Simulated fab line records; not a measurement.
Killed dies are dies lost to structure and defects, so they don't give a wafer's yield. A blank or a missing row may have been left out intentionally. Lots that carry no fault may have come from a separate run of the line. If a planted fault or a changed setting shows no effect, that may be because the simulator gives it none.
fab line records	flow berkeley-cmos170
record lots=15	wafers=45	last-day=13
route steps=331 shown PWELL@47 PFIELD@86 M1@238
lots with no fault: from the same line, run without faults
start-h: hours from the record's opening day to when the first of the lot's shown wafers began	wait-h: how many hours have passed since the lot's step before this one	" the same as in the row above	L1.1+2: a single row standing in for several wafers	- no value present, or no start provided	* or withheld: withheld	< > ~ a bound
route shown NAME@n: names a module that has steps shown in the file, with the first one's number in the route	usual: mean/standard deviation of fault-free wafers	same: alike in all rows	chamber/n: place in a boat	sites: each site's reading	_std_site: standard deviation of those values	_edge_site: mean of outer sites minus mean of inner sites	radius-mm: how far each site lies from the wafer's centre	mask NAME#n: copy n	behind: the most recent tool/chamber to have shaped the wafer	hold: reason for holding the lot/hours on hold/outcome of the hold	device: whichever transistor did not switch (one of n, p or np)	end of line: tests run on the same wafers once the route is complete	a step without rows: its recipe alone	killed: not the wafer's yield, but the dies lost to structure and defects at the first sort	map: dies across one wafer; x = killed, . = not, _ = none there
set.NAME: the run value of the setting; set.NAME@STEP: its run value at that earlier step	model.NAME: the simulator's own value behind a step, which no gauge read
the route's steps for a sample of lots (tables are steps, rows are wafers)
services: the hour from which a tool's chamber was out of use, counted from the record's first day as start-h (under 0 if before that day), plus the number of hours and why
## steps
# step UCB170_PWELL_OVL_MEAS_13
# usual PWELL_OVL=-2/5.8
lot.wafer	tool	chamber	start-h	wait-h	PWELL_OVL[nm]
L155.3	overlay-01	-	58.22	-	9
L155.4	"	-	"	"	-8
L155.5	"	-	"	"	-4
L157.1	overlay-01	-	74.61	-	-15
L157.3	"	-	"	"	-9
L157.4	"	-	"	"	-3
L158.1	overlay-02	-	74.85	-	-6
L158.3	"	-	"	"	-7
L158.4	"	-	"	"	-1
L160.3	overlay-02	-	82.97	-	-5
L160.5	"	-	"	"	2
L160.6	"	-	"	"	8
L159.3	overlay-02	-	83.22	-	-4
L159.4	"	-	"	"	-12
L159.5	"	-	"	"	-6
L161.1	overlay-01	-	90.63	-	11
L161.2	"	-	"	"	9
L161.5	"	-	"	"	10
L163.2	overlay-02	-	98.35	-	-8
L163.3	"	-	"	"	3
L163.6	"	-	"	"	0
L168.2	overlay-01	-	126.75	-	4
L168.3	"	-	"	"	0
L168.4	"	-	"	"	5
L169.2	overlay-02	-	127.00	-	-2
L169.4	"	-	"	"	-9
L169.5	"	-	"	"	2
L171.2	overlay-02	-	139.10	-	-5
L171.3	"	-	"	"	-3
L171.4	"	-	"	"	-4
L173.1	overlay-02	-	154.11	-	-3
L173.2	"	-	"	"	-7
L173.5	"	-	"	"	-7
L174.1	overlay-02	-	154.23	-	-4
L174.3	"	-	"	"	1
L174.4	"	-	"	"	-7
L175.1	overlay-02	-	161.64	-	9
L175.3	"	-	"	"	4
L175.4	"	-	"	"	2
L177.3	overlay-02	-	177.30	-	1
L177.5	"	-	"	"	-4
L177.6	"	-	"	"	-6
L178.2	overlay-02	-	177.57	-	-7
L178.3	"	-	"	"	2
L178.6	"	-	"	"	-5
# step UCB170_PFIELD_IMPLANT_07
# recipe species=B	dose-cm2=2e+13	energy-kev=80	tilt-deg=7
# usual dose-ions-cm2=2.0003e+13/2e+10	faraday-current-uA=63.2/1.3	tilt-deg=7.001/0.019
lot.wafer	tool	chamber	start-h	wait-h	dose-ions-cm2	faraday-current-uA	tilt-deg
L155.3	implanter-01	0	93.81	0.1	1.9984e+13	66.4	7.017
L155.4	"	0	"	"	2.003e+13	65.1	7.005
L155.5	"	0	"	"	1.9985e+13	65.3	6.989
L158.1	implanter-03	0	112.54	0.0	1.9977e+13	63.9	6.990
L158.3	"	0	"	"	2.0011e+13	65.2	6.978
L158.4	"	0	"	"	2e+13	63.0	7.015
L157.1	implanter-03	0	112.69	0.1	2e+13	63.3	7.011
L157.3	"	0	"	"	1.9993e+13	63.8	7.035
L157.4	"	0	"	"	2.0019e+13	63.7	7.007
L159.3	implanter-02	0	122.68	0.1	2.0018e+13	60.9	6.995
L159.4	"	0	"	"	2.0013e+13	64.9	7.006
L159.5	"	0	"	"	1.9985e+13	62.0	7.023
L160.3	implanter-03	0	123.01	0.1	2.3227e+13	75.6	7.044
L160.5	"	0	"	"	2.3212e+13	72.9	7.009
L160.6	"	0	"	"	2.3188e+13	71.7	7.037
L161.1	implanter-03	0	129.83	0.0	2.3173e+13	73.7	7.001
L161.2	"	0	"	"	2.3232e+13	75.4	7.046
L161.5	"	0	"	"	2.32e+13	72.1	7.024
L163.2	implanter-03	0	137.70	0.0	2.3174e+13	74.0	7.035
L163.3	"	0	"	"	2.3172e+13	77.0	6.992
L163.6	"	0	"	"	2.3199e+13	73.4	7.004
L168.2	implanter-02	0	165.88	0.0	1.9989e+13	65.1	7.002
L168.3	"	0	"	"	2.0004e+13	63.7	7.005
L168.4	"	0	"	"	1.9993e+13	62.4	7.005
L169.2	implanter-01	0	165.96	0.0	2.001e+13	64.9	7.035
L169.4	"	0	"	"	1.9978e+13	63.3	6.991
L169.5	"	0	"	"	2.0014e+13	64.4	6.992
L171.2	implanter-02	0	181.38	0.0	2.0015e+13	63.9	6.989
L171.3	"	0	"	"	2.0014e+13	61.4	6.961
L171.4	"	0	"	"	2.0018e+13	60.4	6.992
L173.1	implanter-01	0	194.81	0.0	1.9991e+13	63.9	7.008
L173.2	"	0	"	"	2.0013e+13	63.6	6.962
L173.5	"	0	"	"	2.0017e+13	63.1	6.998
L174.1	implanter-03	0	194.98	0.0	2.0036e+13	62.7	7.002
L174.3	"	0	"	"	2.0035e+13	63.2	6.996
L174.4	"	0	"	"	2.0046e+13	62.5	6.979
L175.1	implanter-01	0	204.37	0.0	2.0006e+13	64.5	6.979
L175.3	"	0	"	"	1.9972e+13	61.8	7.036
L175.4	"	0	"	"	2.0045e+13	64.7	6.975
L178.2	implanter-02	0	220.52	0.0	2.0009e+13	63.0	6.965
L178.3	"	0	"	"	1.9999e+13	63.8	6.981
L178.6	"	0	"	"	2.0013e+13	62.9	6.950
L177.3	implanter-03	0	221.00	0.1	2.0035e+13	62.1	7.016
L177.5	"	0	"	"	1.9983e+13	62.6	7.002
L177.6	"	0	"	"	1.9998e+13	63.1	7.010
# step UCB170_PFIELD_TW_MEAS_09
# usual PFIELD_TW=602/6.6
lot.wafer	tool	chamber	start-h	wait-h	PFIELD_TW
L155.3	film-metro-01	-	94.03	0.1	599
L155.4	"	-	"	"	600
L155.5	"	-	"	"	600
L158.1	film-metro-03	-	112.79	0.1	596
L158.3	"	-	"	"	597
L158.4	"	-	"	"	595
L157.1	film-metro-03	-	112.94	0.1	595
L157.3	"	-	"	"	597
L157.4	"	-	"	"	597
L159.3	film-metro-03	-	122.90	0.1	601
L159.4	"	-	"	"	599
L159.5	"	-	"	"	601
L160.3	film-metro-01	-	123.23	0.1	629
L160.5	"	-	"	"	632
L160.6	"	-	"	"	630
L161.1	film-metro-04	-	130.08	0.1	640
L161.2	"	-	"	"	643
L161.5	"	-	"	"	642
L163.2	film-metro-03	-	137.94	0.1	625
L163.3	"	-	"	"	626
L163.6	"	-	"	"	623
L168.2	film-metro-03	-	166.11	0.1	597
L168.3	"	-	"	"	597
L168.4	"	-	"	"	596
L169.2	film-metro-03	-	166.19	0.1	599
L169.4	"	-	"	"	599
L169.5	"	-	"	"	598
L171.2	film-metro-03	-	181.61	0.1	597
L171.3	"	-	"	"	593
L171.4	"	-	"	"	594
L173.1	film-metro-03	-	195.06	0.1	598
L173.2	"	-	"	"	598
L173.5	"	-	"	"	596
L174.1	film-metro-01	-	195.23	0.1	605
L174.3	"	-	"	"	606
L174.4	"	-	"	"	608
L175.1	film-metro-01	-	204.62	0.1	606
L175.3	"	-	"	"	605
L175.4	"	-	"	"	607
L178.2	film-metro-04	-	220.76	0.1	611
L178.3	"	-	"	"	614
L178.6	"	-	"	"	612
L177.3	film-metro-03	-	221.22	0.1	597
L177.5	"	-	"	"	597
L177.6	"	-	"	"	594
# step UCB170_M1_SPUTTER_00
# recipe material=Al	target-thk-nm=600	time-s=80	power-w=6000	chamber-pressure-pa=0.5
# usual throttle-valve-pct=29.5/1
lot.wafer	tool	chamber	start-h	wait-h	throttle-valve-pct
L155.3	pvd-sputter-02	-	173.11	0.0	30.8
L155.4	"	-	"	"	29.9
L155.5	"	-	"	"	30.1
L158.1	pvd-sputter-03	-	195.67	0.0	29.4
L158.3	"	-	"	"	29.4
L158.4	"	-	"	"	31.1
L157.1	pvd-sputter-02	-	197.74	0.0	30.8
L157.3	"	-	"	"	29.5
L157.4	"	-	"	"	29.9
L159.3	pvd-sputter-01	-	206.51	0.0	27.8
L159.4	"	-	"	"	28.2
L159.5	"	-	"	"	29.3
L161.1	pvd-sputter-03	-	207.11	0.0	29.2
L161.2	"	-	"	"	29.1
L161.5	"	-	"	"	29.3
L160.3	pvd-sputter-02	-	208.95	0.0	30.9
L160.5	"	-	"	"	29.3
L160.6	"	-	"	"	30.0
L163.2	pvd-sputter-03	-	228.66	0.0	29.4
L163.3	"	-	"	"	31.1
L163.6	"	-	"	"	29.2
L168.2	pvd-sputter-03	-	255.34	0.0	28.9
L168.3	"	-	"	"	31.3
L168.4	"	-	"	"	30.4
L169.2	pvd-sputter-01	-	256.30	0.0	27.7
L169.4	"	-	"	"	29.3
L169.5	"	-	"	"	28.2
L171.2	pvd-sputter-03	-	263.16	0.0	29.2
L171.3	"	-	"	"	31.1
L171.4	"	-	"	"	29.4
L173.1	pvd-sputter-02	-	271.52	0.0	29.6
L173.2	"	-	"	"	30.0
L173.5	"	-	"	"	30.6
L174.1	pvd-sputter-01	-	272.30	0.0	28.2
L174.3	"	-	"	"	27.9
L174.4	"	-	"	"	29.3
L175.1	pvd-sputter-01	-	284.20	0.0	27.6
L175.3	"	-	"	"	28.3
L175.4	"	-	"	"	28.4
L177.3	pvd-sputter-01	-	297.83	0.0	29.4
L177.5	"	-	"	"	29.4
L177.6	"	-	"	"	28.0
L178.2	pvd-sputter-02	-	301.81	0.0	29.7
L178.3	"	-	"	"	30.7
L178.6	"	-	"	"	29.8
# step UCB170_M1_METAL_ETCH_12
# recipe chemistry=Cl2/BCl3	target=Al	stop-on=PSG	pressure-mtorr=12	target-depth-a=7800	over-etch-frac=0.3	time-s=128.1	icp-w=600	bias-w=120	Cl2_flow_sccm=90	bcl3-flow-sccm=45
# usual drypump-motor-current-A=5.7/0.53	oes-product-au=0.867/0.011	throttle-valve-pct=24.35/0.083
lot.wafer	tool	chamber	start-h	wait-h	drypump-motor-current-A	oes-product-au	rf-hours-counter-h	throttle-valve-pct
L155.3	rie-metal-02	1	174.85	-	6.6	0.876	-	24.45
L155.4	"	0	"	"	5.5	0.877	-	24.27
L155.5	"	0	"	"	5.5	0.880	-	24.26
L158.1	rie-metal-03	1	197.08	-	5.8	0.864	4.9	24.38
L158.3	"	0	"	"	5.8	0.876	-	24.20
L158.4	"	1	"	"	5.8	0.863	-	24.38
L157.1	rie-metal-02	1	199.53	-	6.6	0.870	7.6	24.46
L157.3	"	1	"	"	6.6	0.878	-	24.45
L157.4	"	0	"	"	5.5	0.877	-	24.28
L159.3	rie-metal-02	1	209.02	-	6.6	0.871	-	24.46
L159.4	"	0	"	"	5.5	0.869	-	24.27
L159.5	"	0	"	"	5.5	0.871	-	24.30
L161.1	rie-metal-03	1	209.40	-	5.9	0.852	5.2	24.37
L161.2	"	0	"	"	5.8	0.872	9.7	24.21
L161.5	"	0	"	"	5.8	0.859	-	24.23
L160.3	rie-metal-01	1	210.68	-	5.1	0.865	-	24.38
L160.5	"	1	"	"	5.1	0.876	-	24.37
L160.6	"	0	"	"	5.0	0.851	-	24.38
L163.2	rie-metal-03	0	230.48	-	5.8	0.876	10.2	24.19
L163.3	"	0	"	"	5.8	0.872	-	24.22
L163.6	"	1	"	"	5.9	0.853	-	24.37
L168.2	rie-metal-03	0	256.63	-	5.8	0.873	10.9	24.19
L168.3	"	0	"	"	5.8	0.866	-	24.21
L168.4	"	1	"	"	5.9	0.859	-	24.40
L169.2	rie-metal-02	1	257.58	-	6.6	0.884	9.0	24.46
L169.4	"	1	"	"	6.6	0.882	-	24.44
L169.5	"	0	"	"	5.5	0.887	-	24.28
L171.2	rie-metal-03	1	265.45	-	5.8	0.858	6.6	24.39
L171.3	"	0	"	"	5.8	0.865	-	24.21
L171.4	"	1	"	"	5.8	0.856	-	24.38
L173.1	rie-metal-01	0	273.13	-	5.0	0.851	13.2	24.38
L173.2	"	1	"	"	5.1	0.871	11.0	24.38
L173.5	"	1	"	"	5.1	0.868	-	24.38
L174.1	rie-metal-02	0	274.14	-	5.5	0.870	13.1	24.27
L174.3	"	0	"	"	5.5	0.873	-	24.27
L174.4	"	1	"	"	6.6	0.858	-	24.45
L175.1	rie-metal-01	1	286.05	-	5.1	0.865	11.5	24.37
L175.3	"	0	"	"	4.9	0.852	-	24.37
L175.4	"	1	"	"	5.1	0.870	-	24.38
L177.3	rie-metal-02	1	299.29	-	6.5	0.871	-	24.45
L177.5	"	1	"	"	6.5	0.870	-	24.43
L177.6	"	0	"	"	5.5	0.873	-	24.29
L178.2	rie-metal-02	0	303.09	-	5.6	0.864	13.8	24.27
L178.3	"	0	"	"	5.6	0.868	-	24.28
L178.6	"	1	"	"	6.6	0.866	-	24.48
## services
tool	chamber	start-h	hours	kind
implanter-03	-	99.48	1.7	repair
implanter-01	-	107.70	15.7	repair
implanter-02	-	135.05	1.7	repair
rie-metal-03	-	158.99	0.7	repair
pvd-sputter-03	-	172.86	1.8	repair
rie-metal-02	-	179.86	2.8	pm
implanter-01	-	188.04	4.6	pm
implanter-02	-	192.99	2.3	repair
pvd-sputter-03	3	204.91	-	consumable-replace:kit
pvd-sputter-03	3	204.91	18.0	scheduled-down
pvd-sputter-03	3	204.91	18.0	vent-cycle
implanter-02	-	215.42	0.5	repair
implanter-02	-	226.81	4.3	repair
pvd-sputter-03	-	285.02	4.7	repair
rie-metal-03	0	301.38	-	clean
rie-metal-03	0	301.38	15.0	scheduled-down
rie-metal-03	0	301.38	15.0	vent-cycle
## key
first-sign step=UCB170_PFIELD_IMPLANT_07	reading=dose-ions-cm2	direction=up	sigmas=99+	usual=2.0003e+13	struck=2.3197e+13
effect step=UCB170_PFIELD_IMPLANT_07	reading=faraday-current-uA	direction=up	sigmas=8.5	usual=63.2	struck=74.0
effect step=UCB170_PFIELD_TW_MEAS_09	reading=PFIELD_TW	direction=up	sigmas=4.6	usual=602	struck=632
met-at UCB170_PFIELD_IMPLANT_07
struck-lots L160,L161,L163
tester-left-out L160,L161,L163
not-acting-at UCB170_PWELL_OVL_MEAS_13,UCB170_M1_SPUTTER_00,UCB170_M1_METAL_ETCH_12
onset-between 112.69 123.01
fault kind=process-parameter-drift	tool=implanter-03	chamber=-	onset-h=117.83	steps=UCB170_PFIELD_IMPLANT_07	channel=dose-cm2	offset=3.2e+12	shape=step	end-h=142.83	acts-in=these-recipes-only	stated=2e+13
# tester-left-out: of these lots the tester's yield and bins aren't shown, on N5 and GAA mostly nor the transistor test; their killed dies are dies lost to structure and defects alone, not to doping, threshold or leakage, so they don't give the yield
